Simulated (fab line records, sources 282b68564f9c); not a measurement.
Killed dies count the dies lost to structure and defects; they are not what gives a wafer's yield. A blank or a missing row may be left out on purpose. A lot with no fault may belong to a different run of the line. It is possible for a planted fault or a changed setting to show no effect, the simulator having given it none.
Tool commonality check + flow rit-cmos + 14 lots, 42 wafers sampled

THE REASON FOR OPENING IT
At RIT_PRETRO_TW_MEAS_10 the reading PRETRO_TW is flagged on 2 of 14 lots. Fault-free wafers read 471, with a standard deviation of 4.5.
Rule: a lot gets a flag if all its wafers with a number sit over 4 standard deviations from that mean, or if no wafer of it has a number. All remaining lots are regarded as sound.

| lot  | measured    | on            | PRETRO_TW, wafer by wafer | flag    |
|------|-------------|---------------|---------------------------|---------|
| L461 | day 2 13:56 | film-metro-02 | 475 475 478               |         |
| L462 | day 2 19:08 | film-metro-01 | 468 471 468               |         |
| L463 | day 3 05:04 | film-metro-02 | 473 476 477               |         |
| L466 | day 3 19:43 | film-metro-01 | 465 464 467               |         |
| L467 | day 3 23:18 | film-metro-01 | 468 465 465               |         |
| L470 | day 4 13:37 | film-metro-01 | 467 463 464               |         |
| L472 | day 5 00:29 | film-metro-01 | 414 413 412               | FLAGGED |
| L473 | day 5 05:07 | film-metro-02 | 419 419 419               | FLAGGED |
| L474 | day 5 11:03 | film-metro-02 | 474 476 476               |         |
| L475 | day 5 13:46 | film-metro-01 | 467 465 467               |         |
| L479 | day 6 17:09 | film-metro-01 | 468 469 467               |         |
| L480 | day 6 23:08 | film-metro-02 | 478 476 478               |         |
| L482 | day 7 10:37 | film-metro-01 | 463 463 467               |         |
| L483 | day 7 15:48 | film-metro-01 | 468 464 465               |         |
Average over the flagged lots: 416; offset from the usual -55, equal to -12 standard deviations.

WHICH TOOL RAN EACH LOT
The record holds 1 process step before the reading, out of a route of 202 steps. Every cell lists first the tool, next ch and the chambers used by the sampled wafers, and last the start.
| lot  | flag    | RIT_PRETRO_IMPLANT_08          |
|------|---------|--------------------------------|
| L461 |         | implanter-03 ch 0, day 2 13:37 |
| L462 |         | implanter-01 ch 0, day 2 18:50 |
| L463 |         | implanter-04 ch 0, day 3 04:46 |
| L466 |         | implanter-03 ch 0, day 3 19:26 |
| L467 |         | implanter-03 ch 0, day 3 22:59 |
| L470 |         | implanter-04 ch 0, day 4 13:19 |
| L472 | FLAGGED | implanter-03 ch 0, day 5 00:11 |
| L473 | FLAGGED | implanter-03 ch 0, day 5 04:47 |
| L474 |         | implanter-01 ch 0, day 5 10:46 |
| L475 |         | implanter-01 ch 0, day 5 13:26 |
| L479 |         | implanter-04 ch 0, day 6 16:52 |
| L480 |         | implanter-01 ch 0, day 6 22:49 |
| L482 |         | implanter-01 ch 0, day 7 10:19 |
| L483 |         | implanter-01 ch 0, day 7 15:29 |
What the steps here do:
- RIT_PRETRO_IMPLANT_08
- RIT_PRETRO_TW_MEAS_10

FLAGGED AGAINST TOTAL, ONE TOOL AT A TIME (gauges that did the reading follow at the end)
| step                  | tool          | lots run | flagged | share of the flagged lots | sound lots run after its first flagged lot |
|-----------------------|---------------|----------|---------|---------------------------|--------------------------------------------|
| RIT_PRETRO_IMPLANT_08 | implanter-01  | 6        | 0       | none                      | -                                          |
| RIT_PRETRO_IMPLANT_08 | implanter-03  | 5        | 2       | all                       | 0                                          |
| RIT_PRETRO_IMPLANT_08 | implanter-04  | 3        | 0       | none                      | -                                          |
| RIT_PRETRO_TW_MEAS_10 | film-metro-01 | 9        | 1       | some                      | 4 (L475,L479,L482,L483)                    |
| RIT_PRETRO_TW_MEAS_10 | film-metro-02 | 5        | 1       | some                      | 2 (L474,L480)                              |

THE TABLE: WHAT IT ALLOWS
1 row of the table ran every flagged lot: implanter-03 at RIT_PRETRO_IMPLANT_08.
- implanter-03 at RIT_PRETRO_IMPLANT_08: 2 of its 5 lots flagged. Last sound lot L467 at day 3 22:59, first flagged lot L472 at day 5 00:11; a fault beginning in between fits. Its own readings (dose-ions-cm2, faraday-current-uA) fall more than 4 standard deviations out on all wafers of the flagged lots.
One tool is left: implanter-03 at RIT_PRETRO_IMPLANT_08.

WHAT THE SIMULATOR PUT IN
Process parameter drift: implanter-03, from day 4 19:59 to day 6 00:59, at RIT_PRETRO_IMPLANT_08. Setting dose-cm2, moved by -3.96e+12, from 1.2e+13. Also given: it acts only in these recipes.
Struck lots among those shown: L472, L473. The rule above found the same.
